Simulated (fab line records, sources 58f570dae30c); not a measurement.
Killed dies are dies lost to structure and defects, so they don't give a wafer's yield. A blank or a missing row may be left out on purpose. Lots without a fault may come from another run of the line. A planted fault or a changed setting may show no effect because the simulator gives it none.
Split-lot experiment | flow berkeley_cmos170 | 5 lots, 23 wafers read, on a route of 331 steps

THE SPLIT
At UCB170_GATE_PEB_10, the setting peb_temp_c was moved away from the recipe's 130 C on 11 of the 23 wafers read, by -2.5% to +1.8%. The other wafers ran this setting at the recipe's value.

FROM THE SPLIT TO THE READING: what the file shows between them, 5 steps
- UCB170_GATE_DEVELOP_11: develop time 45 s
- UCB170_GATE_CD_MEAS_12: target cd 350 nm
- UCB170_GATE_ETCH_14: etches BARC in N2/H2
- UCB170_GATE_ETCH_15: etches poly-Si in HBr/Cl2, stops on SiO2, time 56.3 s, target depth 278.2 nm
- UCB170_GATE_STRIP_16: strips in O2

THE READING
cd_nm, in nm, at UCB170_GATE_CD_MEAS_90 (target cd 350 nm). Fault-free wafers of this fab line usually give 349.8 nm, standard deviation 1.4 nm.

wafer  | tool, chamber at the split | peb_temp_c as run, C | against the recipe | cd_nm, nm | against lot-mates on the recipe
L074.1 | litho_track-02, 0          | 130                  | recipe             | 349.6     | -
L074.3 | litho_track-02, 0          | 130                  | recipe             | 351.6     | -
L074.4 | litho_track-02, 0          | 130                  | recipe             | 351.8     | -
L077.1 | litho_track-02, 0          | 130                  | recipe             | 348.8     | -
L077.2 | litho_track-02, 0          | 126.7                | -2.5%              | 375.7     | +25.6
L077.4 | litho_track-02, 0          | 126.7                | -2.5%              | 375.5     | +25.4
L077.5 | litho_track-02, 0          | 130                  | recipe             | 351.3     | -
L077.6 | litho_track-02, 0          | 126.7                | -2.5%              | 374.4     | +24.3
L081.1 | litho_track-03, 0          | 127.4                | -2.0%              | 370.0     | +18.8
L081.2 | litho_track-03, 0          | 127.4                | -2.0%              | 370.9     | +19.6
L081.4 | litho_track-03, 0          | 127.4                | -2.0%              | 370.5     | +19.2
L081.5 | litho_track-03, 0          | 130                  | recipe             | 350.9     | -
L081.6 | litho_track-03, 0          | 130                  | recipe             | 351.6     | -
L083.1 | litho_track-03, 0          | 130                  | recipe             | 349.4     | -
L083.2 | litho_track-03, 0          | 130                  | recipe             | 349.3     | -
L083.4 | litho_track-03, 0          | 131.9                | +1.5%              | 337.1     | -12.4
L083.5 | litho_track-03, 0          | 131.9                | +1.5%              | 339.0     | -10.5
L083.6 | litho_track-03, 0          | 130                  | recipe             | 349.9     | -
L085.1 | litho_track-03, 0          | 130                  | recipe             | 348.1     | -
L085.2 | litho_track-03, 0          | 130                  | recipe             | 346.8     | -
L085.3 | litho_track-03, 0          | 132.4                | +1.8%              | 333.2     | -14.3
L085.4 | litho_track-03, 0          | 132.4                | +1.8%              | 332.5     | -15.0
L085.5 | litho_track-03, 0          | 132.4                | +1.8%              | 334.6     | -12.9

THE FIT
A straight line over all 23 wafers: cd_nm changes by -9.57 nm for each +1% of peb_temp_c; r = -0.99; the points scatter about the line by 1.5 nm.
The same after taking each lot's own level away (the mean of its wafers on the recipe; 23 wafers): -9.02 nm for each +1%; r = -0.99; scatter 1.4 nm.
On that fit, the largest move of peb_temp_c shifts the reading by 23 nm.
The lots' own levels span 347.45 to 351.25 nm, that is 2.7 times the standard deviation above.
So the lot-to-lot level changes the slope little: the two slopes agree.
Check: with one of the wafers moved furthest among these (-2.5%) left out of the fit, the line predicts +23.5 nm for it against its lot-mates. It came out at +25.6 nm against them.

OTHER SPLITS ON THESE WAFERS
These wafers also went through other splits before the reading. Each is held against what the fit with the lots' levels taken away leaves over:
other split on the same wafers | wafers away from the commonest value | r with cd_nm (lot level and that fit taken away)
UCB170_PVT_COAT_01 spin_rpm    | 8                                    | -0.07

THE WHOLE CHAIN: every reading that the file lists as answering this split, in the file's order
step                   | what it does                                                                 | reading                                                     | change (the file's fit)              | r (the file's)
UCB170_GATE_CD_MEAS_12 | target cd 350 nm                                                             | cd_nm                                                       | -9.1 nm for each +1% of the setting  | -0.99
UCB170_GATE_ETCH_15    | etches poly-Si in HBr/Cl2, stops on SiO2, time 56.3 s, target depth 278.2 nm | GATE.cd_nm (the simulator's own value, which no gauge read) | -9.17 nm for each +1% of the setting | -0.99
UCB170_GATE_CD_MEAS_90 | target cd 350 nm                                                             | cd_nm                                                       | -9.06 nm for each +1% of the setting | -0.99

THE FILE'S OWN FIT
cd_nm changes by -9.06 nm for each +1% of peb_temp_c, r = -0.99.
